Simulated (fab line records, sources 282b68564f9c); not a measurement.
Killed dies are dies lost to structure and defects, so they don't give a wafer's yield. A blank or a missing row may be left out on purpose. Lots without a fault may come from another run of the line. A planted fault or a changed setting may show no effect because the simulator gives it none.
fab line records | flow rit_cmos
record lots=4 wafers=12 last_day=7
route steps=202 shown SDANNEAL@156 SILICIDE@161 CONTACT@168 M1@184
lots that met no fault: from a run of the same line without faults
start_h: hours from the record's first day to the start of the lot's first wafer shown | wait_h: hours since the lot's step before | " the same as in the row above | L1.1+2: a row that stands for several wafers | - no value, or no start given | * or withheld: withheld | < > ~ a bound
route shown NAME@n: a module of which the file shows steps, and the number in the route of the first | usual: mean/standard deviation of fault-free wafers | same: alike in all rows | chamber/n: place in a boat | sites: the reading at each site | _std_site: their standard deviation | _edge_site: outer sites' mean less inner sites' | radius_mm: how far each site lies from the wafer's centre | mask NAME#n: copy n | behind: the tool/chamber that last shaped the wafer | hold: why the lot was held/for how many hours/how that ended | device: the transistor (n, p or np) that didn't switch | end of line: the same wafers' tests at the end of the route | a step without rows: its recipe alone | killed: dies lost to structure and defects at the first sort, not the wafer's yield | map: a wafer's dies, x killed, . not, _ none there
set.NAME: the setting as run; set.NAME@STEP: as run at that earlier step | model.NAME: the simulator's own value behind a step, which no gauge read
lots at some steps of the route; a table a step, a row a wafer
services: from which hour (start_h, from the record's first day; less than 0 if before it) a tool's chamber was out of use, for how many hours, and why
## steps
# step RIT_SDANNEAL_RTA_03
# recipe temp_c=1050 time_s=5 idle_temp_c=600 ramp_up_c_per_s=342 ramp_down_c_per_s=171 cool_to_c=600 ambient=N2
# step RIT_SILICIDE_WET_ETCH_00
# recipe chemistry=BOE target=SiO2 target_depth_nm=14 time_s=15 dry=n2_spin dilution=10:1 temp_c=21.5
# step RIT_SILICIDE_SPUTTER_01
# recipe material=Ti target_thk_nm=30 power_w=350 chamber_pressure_pa=0.667 gas=Ar time_s=240 substrate_temp_c=25
# step RIT_SILICIDE_RTA_04
# recipe temp_c=650 time_s=9.618 idle_temp_c=25 ramp_up_s=5 ramp_down_s=5 cool_to_c=25 ambient=N2
# step RIT_SILICIDE_WET_ETCH_05
# recipe chemistry=SPM target=Ti temp_c=90 time_s=120 dry=n2_spin
# step RIT_SILICIDE_RTA_06
# recipe temp_c=750 time_s=10 idle_temp_c=25 ramp_up_s=5 ramp_down_s=10 cool_to_c=25 ambient=N2
# step RIT_CONTACT_CVD_00
# recipe material=SiO2 target_thk_nm=400 precursor=TEOS temp_c=390 time_s=61 rf_w=400
# usual heater_power_w=321/55
# columns lot.wafer tool chamber start_h wait_h heater_power_w model.SiO2_of_CONTACT_CVD_00.thk_nm
L709.1 pecvd-03 0 92.30 0.1 330 392.3
L709.4 " 2 " " 312 405.7
L709.5 " 0 " " 338 404.1
L718.1 pecvd-03 2 129.63 0.1 304 399.8
L718.4 " 1 " " 299 405.7
L718.5 " 0 " " 294 321.9
L721.3 pecvd-03 0 144.69 0.1 339 330
L721.5 " 1 " " 243 409
L721.6 " 0 " " 348 329.5
L723.3 pecvd-01 1 156.36 0.0 265 389.9
L723.4 " 1 " " 277 397.3
L723.6 " 0 " " 349 397.9
# step RIT_CONTACT_THK_MEAS_01
# recipe reads=SiO2_of_CONTACT_CVD_00
# usual CONTACT_TEOS_THK=400/5.9
# columns lot.wafer tool chamber start_h wait_h CONTACT_TEOS_THK[nm]
L709.1 film_metro-02 - 92.35 0.0 393
L709.4 " - " " 406
L709.5 " - " " 404
L718.1 film_metro-04 - 129.68 0.0 400
L718.4 " - " " 406
L718.5 " - " " 322
L721.3 film_metro-01 - 144.76 0.0 330
L721.5 " - " " 409
L721.6 " - " " 329
L723.3 film_metro-04 - 156.43 0.0 390
L723.4 " - " " 397
L723.6 " - " " 398
# step RIT_CONTACT_HMDS_02
# recipe prime_time_s=60 prime_temp_c=140
# step RIT_CONTACT_COAT_03
# recipe resist=NOVOLAK spin_rpm=3250 resist_thk_nm=1000
# step RIT_CONTACT_SOFTBAKE_04
# recipe resist=NOVOLAK temp_c=90 time_s=60
# step RIT_CONTACT_EXPOSE_05
# recipe mask_id=M11 na=0.6 source_shape=conventional sigma_outer=0.5 target_cd_nm=1000 dose_mj=244.7
# step RIT_CONTACT_PEB_06
# recipe resist=NOVOLAK temp_c=withheld time_s=withheld
# step RIT_CONTACT_DEVELOP_07
# recipe resist=NOVOLAK develop_time_s=120 dev_temp_c=23
# step RIT_CONTACT_HARDBAKE_10
# recipe resist=NOVOLAK temp_c=140 time_s=60
# step RIT_CONTACT_ETCH_11
# recipe target_depth_a=4800 over_etch_frac=0.2 stop_on=TiSi2 chemistry=CHF3/CF4/Ar target=SiO2 CHF3_flow_sccm=50 cf4_flow_sccm=10 Ar_flow_sccm=100 O2_flow_sccm=5 pressure_mtorr=100 rf_w=200 time_s=320
# usual drypump_motor_current_A=5.9/0.36 oes_product_au=0.989/0.014 throttle_valve_pct=8.86/0.14
# columns lot.wafer tool chamber start_h wait_h drypump_motor_current_A oes_product_au rf_hours_counter_h throttle_valve_pct model.etch.depth_nm model.CONTACT.feature_depth_nm
L709.1 rie_diel-03 3 93.87 0.1 6.5 0.999 139 8.85 392.3 392.3
L709.4 " 0 " " 5.3 0.990 - 8.83 405.7 405.7
L709.5 " 2 " " 6.3 1.013 - 8.78 404.1 404.1
L718.1 rie_diel-04 2 131.20 0.1 5.4 0.990 73 8.82 399.8 399.8
L718.4 " 3 " " 5.7 0.979 64 8.62 405.7 405.7
L718.5 " 0 " " 5.6 0.968 - 9.15 321.9 321.9
L721.3 rie_diel-02 2 146.35 0.1 5.5 0.961 5 8.82 330 330
L721.5 " 0 " " 6.4 0.997 - 9.02 409 409
L721.6 " 3 " " 6.1 0.961 - 8.90 329.5 329.5
L723.3 rie_diel-03 2 157.84 0.2 6.3 1.009 - 8.77 389.9 389.9
L723.4 " 0 " " 5.3 0.990 - 8.84 397.3 397.3
L723.6 " 2 " " 6.3 1.017 - 8.77 397.9 397.9
# step RIT_CONTACT_STRIP_12
# recipe chemistry=O2 time_s=180 resist=NOVOLAK platen_temp_c=withheld power_w=500 pressure_mtorr=4000 o2_flow_sccm=4000
# step RIT_CONTACT_CLEAN_13
# recipe chemistry=SC1 mix=3:3:50 time_s=600 temp_c=75
# step RIT_CONTACT_CLEAN_14
# recipe chemistry=SC2 mix=3:3:50 time_s=600 temp_c=75 dry=n2_spin
# step RIT_M1_SPUTTER_00
# recipe material=Al target_thk_nm=400 power_w=2000 chamber_pressure_pa=0.4195 gas=Ar time_s=500 substrate_temp_c=25
# step RIT_M1_HMDS_03
# recipe prime_time_s=60 prime_temp_c=140
# step RIT_M1_COAT_04
# recipe resist=NOVOLAK spin_rpm=2000 resist_thk_nm=1300
# step RIT_M1_SOFTBAKE_05
# recipe resist=NOVOLAK temp_c=90 time_s=60
# step RIT_M1_EXPOSE_06
# recipe mask_id=M12 na=0.6 source_shape=conventional sigma_outer=0.5 target_cd_nm=2600 dose_mj=250
# step RIT_M1_PEB_07
# recipe resist=NOVOLAK temp_c=withheld time_s=withheld
# step RIT_M1_DEVELOP_08
# recipe resist=NOVOLAK develop_time_s=68 dev_temp_c=23
# step RIT_M1_HARDBAKE_11
# recipe resist=NOVOLAK temp_c=139 time_s=120
# step RIT_M1_METAL_ETCH_12
# recipe stop_on=SiO2 chemistry=Cl2/BCl3 target=Al time_s=165 over_etch_frac=0.5 pressure_mtorr=100 target_depth_a=6000 rf_w=250 Cl2_flow_sccm=60 bcl3_flow_sccm=50
# usual drypump_motor_current_A=6.30/0.24 oes_product_au=0.769/0.01 throttle_valve_pct=8.25/0.094
# columns lot.wafer tool chamber start_h wait_h drypump_motor_current_A oes_product_au rf_hours_counter_h throttle_valve_pct model.SiO2_of_CONTACT_CVD_00.thk_nm
L709.1 rie_metal-03 1 96.47 0.2 6.00 0.778 5 8.22 354.8
L709.4 " 1 " " 6.02 0.785 - 8.20 368
L709.5 " 1 " " 6.03 0.784 - 8.21 366.6
L718.1 rie_metal-03 1 133.93 0.2 6.02 0.771 5 8.20 362.4
L718.4 " 0 " " 6.17 0.746 - 8.12 369.5
L718.5 " 0 " " 6.19 0.747 - 8.11 285.4
L721.3 rie_metal-01 1 149.01 0.2 6.35 0.763 - 8.37 292.7
L721.5 " 1 " " 6.37 0.769 - 8.37 371.6
L721.6 " 0 " " 6.62 0.777 - 8.35 293.5
L723.3 rie_metal-02 1 160.62 0.2 6.06 0.775 - 8.28 352.6
L723.4 " 0 " " 6.60 0.779 - 8.16 360
L723.6 " 1 " " 6.06 0.786 - 8.29 360.6
# step RIT_M1_STRIP_13
# recipe chemistry=nmp resist=NOVOLAK temp_c=80 time_s=600 dry=n2_spin
# step RIT_M1_PROBE_99
# usual killed_at_contacts=0.0/0.22 killed_at_front_end=6.9/3 killed_dies=6.9/3 killed_open=3.5/2 killed_short=3.4/2.1
# same gross_dies=264 killed_at_M0_to_M3=0 killed_at_M4_up=0 killed_at_back_side=0 killed_at_other=0
# columns lot.wafer tool chamber start_h wait_h killed_at_contacts killed_at_front_end killed_dies killed_open killed_short model.etest.field_p_metal.vt_v model.etest.nmos_0p15.junction_log10_a_um model.etest.nmos_narrow.off_log10_a_um model.etest.nmos_0p3.off_log10_a_um model.etest.gate_end_array.leak_log10_a_um model.etest.contact_diode_array.leak_log10_a model.etest.pmos_0p15.junction_log10_a_um model.etest.antenna_contact.vt_shift_v
L709.1 prober-02 - 99.87 0.1 0 3 3 1 2 -32.04 -13.63 -13.32 -13.1 -12.83 -9.383 -13.81 -0.0112
L709.4 prober-02 - 100.02 0.2 1 6 7 1 6 -32.74 -13.61 -13.29 -12.84 -12.69 -9.49 -13.78 -0.007574
L709.5 prober-02 - 100.07 0.2 0 15 15 8 7 -32.81 -13.54 -13.26 -13.01 -12.87 -9.568 -13.85 -0.006106
L718.1 prober-01 - 136.20 0.1 0 7 7 3 4 -29.62 -13.72 -13.3 -13.17 -12.96 -9.341 -13.86 -0.005579
L718.4 prober-01 - 136.35 0.2 0 7 7 5 2 -30.4 -13.62 -13.3 -13.13 -12.94 -9.485 -13.81 -0.004561
L718.5 prober-01 - 136.40 0.2 0 6 6 2 4 -25.57 -13.03 -12.95 -12.83 -12.61 -9.358 -13.61 -0.02155
L721.3 prober-02 - 151.40 0.2 0 8 8 5 3 -27.46 -13.03 -12.94 -12.88 -12.75 -9.37 -13.67 -0.01918
L721.5 prober-02 - 151.50 0.2 0 8 8 7 1 -32.08 -13.56 -13.46 -13.05 -12.92 -9.504 -13.72 -0.01245
L721.6 prober-02 - 151.55 0.2 0 8 8 5 3 -28.06 -13.01 -12.93 -12.88 -12.59 -9.084 -13.74 -0.01772
L723.3 prober-02 - 162.94 0.2 0 11 11 8 3 -32.74 -13.45 -13.33 -13.17 -13.01 -9.406 -13.85 -0.006859
L723.4 prober-02 - 162.99 0.2 0 7 7 4 3 -32.87 -13.51 -13.42 -13.34 -13.21 -9.591 -13.74 -0.01227
L723.6 prober-02 - 163.09 0.2 0 8 8 3 5 -32.61 -13.55 -13.26 -13.08 -12.89 -9.279 -13.73 -0.01174
# killed by level:class
L709.1 GATE:geometric_particle:short=1 GATE:geometric_particle:open=1 SPACER:geometric_particle:short=1
L709.4 SPACER:geometric_particle:short=2 FOX1:geometric_particle:short=1 FOX2:geometric_particle:short=1 GATE:geometric_particle:short=1 SILICIDE:geometric_particle:open=1 CONTACT:geometric_particle:short=1
L709.5 FOX1:geometric_particle:open=3 FOX1:geometric_particle:short=2 GATE:geometric_particle:short=2 GATE:geometric_particle:open=2 SPACER:geometric_particle:open=2 SPACER:geometric_particle:short=2 FOX2:geometric_particle:open=1 SILICIDE:geometric_particle:short=1
L718.1 SPACER:geometric_particle:short=2 GATE:geometric_particle:short=1 GATE:geometric_particle:open=1 SPACER:geometric_particle:open=1 SILICIDE:geometric_particle:short=1 SILICIDE:geometric_particle:open=1
L718.4 GATE:geometric_particle:open=4 FOX1:geometric_particle:short=1 REOX:geometric_particle:short=1 SILICIDE:geometric_particle:open=1
L718.5 GATE:geometric_particle:short=2 SPACER:geometric_particle:open=2 SILICIDE:geometric_particle:short=2
L721.3 REOX:geometric_particle:open=2 REOX:geometric_particle:short=2 FOX1:geometric_particle:open=1 GATE:geometric_particle:open=1 GATE:geometric_particle:short=1 SPACER:geometric_particle:open=1
L721.5 FOX1:geometric_particle:open=3 GATE:geometric_particle:open=2 GATE:geometric_particle:short=1 REOX:geometric_particle:open=1 SPACER:geometric_particle:open=1
L721.6 GATE:geometric_particle:short=2 REOX:geometric_particle:open=2 FOX2:geometric_particle:open=1 GATE:geometric_particle:open=1 REOX:geometric_particle:short=1 SPACER:geometric_particle:open=1
L723.3 GATE:geometric_particle:open=4 FOX1:geometric_particle:open=2 REOX:geometric_particle:short=2 GATE:geometric_particle:short=1 SPACER:geometric_particle:open=1 SILICIDE:geometric_particle:open=1
L723.4 FOX1:geometric_particle:open=1 FOX2:geometric_particle:short=1 FOX2:geometric_particle:open=1 GATE:geometric_particle:open=1 GATE:geometric_particle:short=1 REOX:geometric_particle:open=1 SPACER:geometric_particle:short=1
L723.6 GATE:geometric_particle:open=2 GATE:geometric_particle:short=2 SPACER:geometric_particle:short=2 REOX:geometric_particle:open=1 REOX:geometric_particle:short=1
## services
# columns tool chamber start_h hours kind
rie_metal-03 - 68.85 1.4 pm
rie_diel-04 0 72.87 - clean
rie_diel-04 0 72.87 25.2 scheduled_down
rie_diel-04 0 72.87 25.2 vent_cycle
rie_diel-04 2 85.36 21.6 repair
rie_metal-03 0 87.60 15.7 repair
rie_metal-01 1 91.55 7.0 repair
pecvd-01 - 94.67 2.8 pm
rie_diel-03 2 115.14 2.8 repair
pecvd-03 2 129.69 15.3 repair
rie_metal-02 - 136.12 20.0 pm
rie_metal-02 0 136.12 20.0 vent_cycle
rie_metal-02 1 136.12 20.0 vent_cycle
rie_diel-03 - 144.74 0.5 repair
rie_diel-04 - 147.46 14.6 pm
rie_metal-02 0 156.12 - clean
rie_metal-02 1 156.12 - clean
rie_metal-03 - 157.43 2.0 repair
rie_metal-01 - 157.60 2.8 pm
## key
first_sign step=RIT_CONTACT_THK_MEAS_01 reading=CONTACT_TEOS_THK direction=down sigmas=12 usual=400 struck=327
effect none on later readings
model_effect step=RIT_CONTACT_CVD_00 value=SiO2_of_CONTACT_CVD_00.thk_nm without=407.6 struck=327.1
model_effect step=RIT_CONTACT_ETCH_11 value=etch.depth_nm without=407.6 struck=327.1
model_effect step=RIT_M1_METAL_ETCH_12 value=SiO2_of_CONTACT_CVD_00.thk_nm without=371 struck=290.5
model_effect step=RIT_M1_PROBE_99 value=etest.field_p_metal.vt_v without=-31.42 struck=-27.03
met_at RIT_CONTACT_CVD_00
struck_wafers L718.5,L721.3,L721.6
tester_left_out L718,L721
onset_between 92.30 129.63
fault kind=process_parameter_drift tool=pecvd-03 chamber=0 onset_h=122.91 steps=RIT_CONTACT_CVD_00 channel=target_thk_nm offset=-80 shape=step end_h=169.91 stated=400
# tester_left_out: of these lots the tester's yield and bins aren't shown, on N5 and GAA mostly nor the transistor test; their killed dies are dies lost to structure and defects alone, not to doping, threshold or leakage, so they don't give the yield
